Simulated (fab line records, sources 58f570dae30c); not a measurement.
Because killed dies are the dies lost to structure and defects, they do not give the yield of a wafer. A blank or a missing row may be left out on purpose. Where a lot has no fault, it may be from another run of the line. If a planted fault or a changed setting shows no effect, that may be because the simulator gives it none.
Which tool is to blame? ; flow berkeley cmos170 ; 14 lots, 42 wafers sampled, at 5 steps of a route of 331

WHAT THE GAUGES READ, wafer by wafer
UCB170_SILICIDE_RS_MEAS_02: a four-point-probe measurement.
lot;measured;on;SILICIDE_TI_RS (ohm/sq)
L236;day 6 11:53;film metro-01;26.3 26.8 26.4
L238;day 6 22:08;film metro-03;26.2 25.6 25.9
L240;day 7 02:03;film metro-01;26.5 26.3 26.8
L239;day 7 02:27;film metro-04;25.8 26.0 25.6
L243;day 7 19:30;film metro-04;26.3 26.0 26.0
L246;day 9 02:58;film metro-04;22.6 22.7 22.5
L248;day 9 20:09;film metro-03;22.6 22.7 22.6
L250;day 9 20:37;film metro-03;26.6 26.3 26.8
L254;day 10 18:25;film metro-04;26.0 26.1 25.9
L253;day 10 18:53;film metro-04;26.8 26.1 26.7
L256;day 11 10:16;film metro-01;26.4 26.5 26.1
L255;day 11 11:01;film metro-01;25.8 26.1 26.2
L258;day 11 11:23;film metro-03;26.4 26.1 26.0
L259;day 12 16:20;film metro-01;26.6 26.6 26.2

UCB170_SILICIDE_THK_MEAS_03: measures by xrf.
lot;measured;on;SILICIDE_TI_THK (nm)
L236;day 6 11:59;film metro-01;29.5 29.1 29.3
L238;day 6 22:14;film metro-03;29.4 29.9 29.6
L240;day 7 02:10;film metro-01;29.4 29.6 29.3
L239;day 7 02:34;film metro-04;30.2 30.0 30.3
L243;day 7 19:37;film metro-04;29.8 29.9 30.0
L246;day 9 03:04;film metro-04;33.8 33.8 33.9
L248;day 9 20:14;film metro-03;33.3 33.1 33.3
L250;day 9 20:43;film metro-03;28.9 29.1 28.8
L254;day 10 18:31;film metro-04;29.8 29.7 29.9
L253;day 10 19:00;film metro-04;29.2 29.7 29.2
L256;day 11 10:23;film metro-01;29.6 29.4 29.7
L255;day 11 11:07;film metro-01;30.1 29.7 29.7
L258;day 11 11:29;film metro-03;29.3 29.5 29.7
L259;day 12 16:26;film metro-01;29.5 29.3 29.8

EACH LOT AND THE TOOL THAT RAN IT (in order: tool; ch and the chambers of the sampled wafers; start)
lot;UCB170_PLDD_STRIP_10;UCB170_PSD_STRIP_09;UCB170_SILICIDE_SPUTTER_01
L236;plasma asher-01 ch 0,1, day 6 03:09;plasma asher-04 ch 0,1, day 6 08:14;pvd sputter-03, day 6 11:49
L238;plasma asher-04 ch 0,1, day 6 09:53;plasma asher-02 ch 0,1, day 6 16:14;pvd sputter-03, day 6 22:05
L240;plasma asher-01 ch 0,1, day 6 14:10;plasma asher-02 ch 0,1, day 6 22:38;pvd sputter-01, day 7 02:01
L239;plasma asher-03 ch 0,1, day 6 14:28;plasma asher-04 ch 1, day 6 22:55;pvd sputter-03, day 7 02:25
L243;plasma asher-04 ch 0,1, day 7 05:56;plasma asher-02 ch 0,1, day 7 16:04;pvd sputter-01, day 7 19:28
L246;plasma asher-03 ch 0,1, day 8 12:20;plasma asher-03 ch 0,1, day 8 23:35;pvd sputter-03, day 9 02:54
L248;plasma asher-03 ch 0,1, day 9 05:13;plasma asher-03 ch 0,1, day 9 16:31;pvd sputter-03, day 9 20:03
L250;plasma asher-03 ch 0,1, day 9 05:44;plasma asher-03 ch 0,1, day 9 16:53;pvd sputter-02, day 9 20:32
L254;plasma asher-01 ch 0,1, day 10 04:51;plasma asher-04 ch 0,1, day 10 13:09;pvd sputter-01, day 10 18:20
L253;plasma asher-01 ch 0,1, day 10 05:18;plasma asher-03 ch 0,1, day 10 13:14;pvd sputter-02, day 10 18:50
L256;plasma asher-03 ch 0,1, day 10 17:29;plasma asher-04 ch 0,1, day 11 07:01;pvd sputter-02, day 11 10:14
L255;plasma asher-03 ch 0,1, day 10 17:57;plasma asher-03 ch 0,1, day 11 07:16;pvd sputter-01, day 11 10:58
L258;plasma asher-04 ch 0,1, day 10 23:43;plasma asher-04 ch 0,1, day 11 07:25;pvd sputter-02, day 11 11:19
L259;plasma asher-03 ch 0,1, day 11 23:29;plasma asher-03 ch 0,1, day 12 12:25;pvd sputter-01, day 12 16:15
- UCB170_PLDD_STRIP_10: strips in O2.
- UCB170_PSD_STRIP_09: strips in O2.
- UCB170_SILICIDE_SPUTTER_01: material Ti, target thk 30 nm, time 25 s.

WHAT THE TOOLS THEMSELVES READ (means of the sampled wafers that have a number; where no wafer has one, the mark that the record gives instead)
UCB170_PLDD_STRIP_10.
lot;tool;drypump motor current A (A);oes product au (a.u.);strip time to endpoint s (s)
L236;plasma asher-01;5.0;0.734;21.61
L238;plasma asher-04;5.9;0.734;21.60
L240;plasma asher-01;5.0;0.735;21.63
L239;plasma asher-03;5.8;0.736;21.61
L243;plasma asher-04;5.4;0.735;21.59
L246;plasma asher-03;6.0;0.734;21.66
L248;plasma asher-03;6.0;0.730;21.66
L250;plasma asher-03;6.0;0.734;21.64
L254;plasma asher-01;5.0;0.735;21.63
L253;plasma asher-01;5.0;0.738;21.64
L256;plasma asher-03;5.9;0.733;21.67
L255;plasma asher-03;5.8;0.732;21.54
L258;plasma asher-04;5.4;0.732;21.67
L259;plasma asher-03;5.8;0.734;21.59

UCB170_PSD_STRIP_09.
lot;tool;drypump motor current A (A);oes product au (a.u.);strip time to endpoint s (s)
L236;plasma asher-04;5.9;0.602;29.38
L238;plasma asher-02;6.1;0.602;29.52
L240;plasma asher-02;5.7;0.599;29.43
L239;plasma asher-04;6.4;0.600;29.31
L243;plasma asher-02;5.6;0.600;29.43
L246;plasma asher-03;6.0;0.602;29.44
L248;plasma asher-03;5.8;0.601;29.34
L250;plasma asher-03;6.0;0.598;29.46
L254;plasma asher-04;5.4;0.598;29.45
L253;plasma asher-03;5.9;0.596;29.52
L256;plasma asher-04;5.4;0.600;29.45
L255;plasma asher-03;5.8;0.600;29.41
L258;plasma asher-04;5.4;0.606;29.47
L259;plasma asher-03;5.9;0.597;29.47

UCB170_SILICIDE_SPUTTER_01.
lot;tool;throttle valve pct (%)
L236;pvd sputter-03;30.6
L238;pvd sputter-03;29.5
L240;pvd sputter-01;29.5
L239;pvd sputter-03;29.3
L243;pvd sputter-01;29.1
L246;pvd sputter-03;29.2
L248;pvd sputter-03;30.9
L250;pvd sputter-02;29.1
L254;pvd sputter-01;29.1
L253;pvd sputter-02;29.2
L256;pvd sputter-02;30.0
L255;pvd sputter-01;29.0
L258;pvd sputter-02;29.5
L259;pvd sputter-01;29.8

THE ANSWER, worked out from the rows above alone
Rule: what is usual is taken from the lots themselves. Put in order of their means at a reading, lots are off if they are a third of the lots or fewer, leave a main group of 4 or more, and stand apart from it by a gap of 3 or more times the standard deviation of the main group's means; of several such gaps the widest counts. Not used: any main group whose means are identical at the precision the tables above print for the reading. A lot without any number at a reading at which 4 lots or more have one is off too. Where the step has rows for the other lots, those lots are counted as sound. First the gauges in route order, then the tools' own readings, where a lot's mean is used as printed above. The first step at which some lot is off is used, and at that step the reading that is off furthest; a lot without a number counts as furthest.
Off: L246, L248, at UCB170_SILICIDE_RS_MEAS_02 (SILICIDE_TI_RS). The main group: mean 26.2 ohm/sq, standard deviation 0.26.
A tool fits if, at a process step before that reading, it ran every lot that is off, and no sound lot after the first of them. Gauges at UCB170_SILICIDE_RS_MEAS_02: tried the same way as those tools. One candidate fits, namely pvd sputter-03 at UCB170_SILICIDE_SPUTTER_01. A fault onset in the window from L239 (day 7 02:25, its last sound lot) to L246 (day 9 02:54, its first lot off) fits.

WHAT HAD BEEN PUT IN BY THE SIMULATOR
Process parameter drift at UCB170_SILICIDE_SPUTTER_01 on pvd sputter-03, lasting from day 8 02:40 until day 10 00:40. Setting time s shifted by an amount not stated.
Lots struck among those shown: L246, L248. This agrees with what the rule above found.
